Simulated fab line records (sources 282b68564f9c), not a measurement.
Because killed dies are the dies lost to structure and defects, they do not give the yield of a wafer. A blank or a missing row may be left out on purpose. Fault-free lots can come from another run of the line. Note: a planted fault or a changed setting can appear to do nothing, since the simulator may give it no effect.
fab line records	flow rit_cmos
record: lots: 15	wafers: 45	last_day: 7
route steps=202 shown NWELL@37 PWELL@49
lots with no fault: from the same line, run without faults
start_h: the number of hours between the record's first day and the start of the first shown wafer of the lot	wait_h: how many hours have passed since the lot's step before this one	" repeats the value in the row above	L1.1+2: a row that stands for several wafers	- either no value or no given start	* or withheld: withheld	< > ~ a bound
route shown NAME@n: a module of which the file shows steps, and the number in the route of the first	usual: mean/standard deviation taken from wafers without a fault	same: alike in all rows	chamber/n: place in a boat	sites: the reading at each site	_std_site: how widely they spread, as a standard deviation	_edge_site: inner sites' mean taken away from outer sites' mean	radius_mm: how far each site lies from the wafer's centre	mask NAME#n: copy n	behind: tool/chamber where the wafer was last shaped	hold: cause of the lot's hold/its duration in hours/its outcome	device: which transistor (n, p or np) failed to switch	end of line: the tests these same wafers got at the end of their route	where a step has no rows: the recipe by itself	killed: the dies lost at the first sort to structure and to defects; this is not the yield of the wafer	map: per-die view of a wafer (x killed, . not killed, _ where there is no die)
set.NAME: the run value of the setting; set.NAME@STEP: its run value at that earlier step	model.NAME: the simulator's own value behind a step, which no gauge read
route steps across a sampled set of lots; one table per step, one row per wafer
services: a tool's chamber out of use, with start hour (start_h, from the record's first day; less than 0 if before it), hours out, and reason
== steps ==
step: RIT_NWELL_STRIP_09
recipe: chemistry: O2	time_s: 180	resist: NOVOLAK	platen_temp_c: withheld	power_w: 500	pressure_mtorr: 4000	o2_flow_sccm: 4000
usual: chamber_pressure_mTorr: 3999/4.1	drypump_motor_current_A: 5.88/0.22
lot.wafer	tool	chamber	start_h	wait_h	chamber_pressure_mTorr	drypump_motor_current_A	rf_hours_counter_h
L796.2	plasma_asher-03	1	20.75	0.1	3994	5.96	37
L796.5	"	0	"	"	3998	6.09	-
L796.6	"	1	"	"	3994	6.00	-
L797.2	plasma_asher-01	0	27.13	0.1	3994	5.40	37
L797.3	"	0	"	"	3995	5.40	-
L797.5	"	1	"	"	4008	6.13	-
L799.2	plasma_asher-04	1	38.35	0.1	3997	5.82	41
L799.4	"	0	"	"	3994	5.70	-
L799.5	"	1	"	"	4008	5.80	-
L800.1	plasma_asher-01	0	43.40	0.1	4000	5.41	39
L800.3	"	0	"	"	3999	5.42	-
L800.6	"	1	"	"	3998	6.12	-
L801.2	plasma_asher-03	1	48.69	0.1	4000	5.98	40
L801.5	"	1	"	"	4006	5.97	-
L801.6	"	0	"	"	3997	6.09	-
L803.1	plasma_asher-04	0	57.64	0.1	3991	5.74	43
L803.2	"	1	"	"	3997	5.79	43
L803.6	"	0	"	"	3999	5.71	-
L806.2	plasma_asher-03	1	76.44	0.1	4004	5.99	43
L806.4	"	0	"	"	4001	6.14	-
L806.5	"	0	"	"	3996	6.12	-
L807.1	plasma_asher-04	0	77.49	0.1	-	-	-
L807.2	"	1	"	"	-	-	-
L807.5	"	1	"	"	-	-	-
L808.1	plasma_asher-03	1	80.79	0.1	-	-	-
L808.3	"	1	"	"	-	-	-
L808.5	"	0	"	"	-	-	-
L809.3	plasma_asher-03	1	86.14	0.2	-	-	-
L809.4	"	0	"	"	-	-	-
L809.5	"	1	"	"	-	-	-
L811.1	plasma_asher-01	0	95.79	0.1	3996	5.40	43
L811.5	"	0	"	"	3999	5.41	-
L811.6	"	1	"	"	3999	6.12	-
L816.3	plasma_asher-04	1	120.70	0.1	4004	5.77	-
L816.5	"	0	"	"	3999	5.74	-
L816.6	"	1	"	"	3992	5.78	-
L817.3	plasma_asher-03	1	125.93	0.1	4002	5.99	-
L817.5	"	0	"	"	3996	6.11	-
L817.6	"	1	"	"	4004	6.01	-
L818.1	plasma_asher-03	0	131.91	0.1	4005	6.05	50
L818.3	"	1	"	"	3999	6.01	-
L818.4	"	0	"	"	3997	6.10	-
L819.3	plasma_asher-04	0	137.95	0.1	4001	5.74	-
L819.4	"	1	"	"	4010	5.79	-
L819.6	"	0	"	"	4002	5.77	-
step: RIT_PWELL_TW_MEAS_10
usual: PWELL_TW: 966/6.2
lot.wafer	tool	chamber	start_h	wait_h	PWELL_TW
L796.2	film_metro-03	-	22.71	0.1	960
L796.5	"	-	"	"	956
L796.6	"	-	"	"	953
L797.2	film_metro-03	-	29.19	0.1	961
L797.3	"	-	"	"	960
L797.5	"	-	"	"	957
L799.2	film_metro-04	-	40.09	0.1	975
L799.4	"	-	"	"	975
L799.5	"	-	"	"	976
L800.1	film_metro-04	-	45.18	0.1	976
L800.3	"	-	"	"	972
L800.6	"	-	"	"	974
L801.2	film_metro-03	-	50.43	0.1	958
L801.5	"	-	"	"	963
L801.6	"	-	"	"	954
L803.1	film_metro-02	-	59.49	0.1	962
L803.2	"	-	"	"	964
L803.6	"	-	"	"	968
L806.2	film_metro-03	-	78.32	0.1	962
L806.4	"	-	"	"	963
L806.5	"	-	"	"	967
L807.1	film_metro-03	-	79.21	0.1	30
L807.2	"	-	"	"	30
L807.5	"	-	"	"	30
L808.1	film_metro-03	-	82.72	0.1	30
L808.3	"	-	"	"	30
L808.5	"	-	"	"	30
L809.3	film_metro-02	-	87.84	0.1	30
L809.4	"	-	"	"	30
L809.5	"	-	"	"	30
L811.1	film_metro-03	-	97.61	0.1	958
L811.5	"	-	"	"	958
L811.6	"	-	"	"	956
L816.3	film_metro-02	-	122.51	0.1	972
L816.5	"	-	"	"	964
L816.6	"	-	"	"	971
L817.3	film_metro-03	-	127.87	0.1	957
L817.5	"	-	"	"	960
L817.6	"	-	"	"	958
L818.1	film_metro-03	-	133.63	0.1	958
L818.3	"	-	"	"	958
L818.4	"	-	"	"	959
L819.3	film_metro-02	-	139.64	0.1	968
L819.4	"	-	"	"	966
L819.6	"	-	"	"	970
== services ==
tool	chamber	start_h	hours	kind
plasma_asher-04	-	2.82	2.0	repair
plasma_asher-01	-	74.94	15.6	pm
plasma_asher-01	-	106.05	2.8	repair
plasma_asher-04	-	108.81	9.0	pm
plasma_asher-04	0	108.81	9.0	vent_cycle
plasma_asher-04	1	108.81	9.0	vent_cycle
plasma_asher-04	0	117.81	-	clean
plasma_asher-04	1	117.81	-	clean
== key ==
first_sign: step: RIT_NWELL_STRIP_09	reading: tool_record	direction: missing
effect: step: RIT_PWELL_TW_MEAS_10	reading: PWELL_TW	direction: down	sigmas: 99+	usual: 966	struck: 30
met_at RIT_NWELL_STRIP_09
struck_lots L807,L808,L809
later_rows_left_out L807.1,L807.2,L807.5,L808.1,L808.3,L808.5,L809.3,L809.4,L809.5
sort_left_out L807.1,L807.2,L807.5,L808.1,L808.3,L808.5,L809.3,L809.4,L809.5
tester_left_out L807,L808,L809
onset_between 76.44 77.49
fault: kind: skipped_step_whole	tool: plasma_asher-03,plasma_asher-04	chamber: -	onset_h: 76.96	steps: RIT_NWELL_STRIP_09	scope: struck_lots_only
tester_left_out: of these lots the tester's yield and bins aren't shown, on N5 and GAA mostly nor the transistor test; their killed dies are dies lost to structure and defects alone, not to doping, threshold or leakage, so they don't give the yield
sort_left_out: the simulated sort isn't trusted on such a fault, so these wafers' sort isn't shown, and their yield isn't known
later_rows_left_out: the simulator's readings of these wafers behind a module that went badly wrong aren't trusted and aren't shown, but for the sort
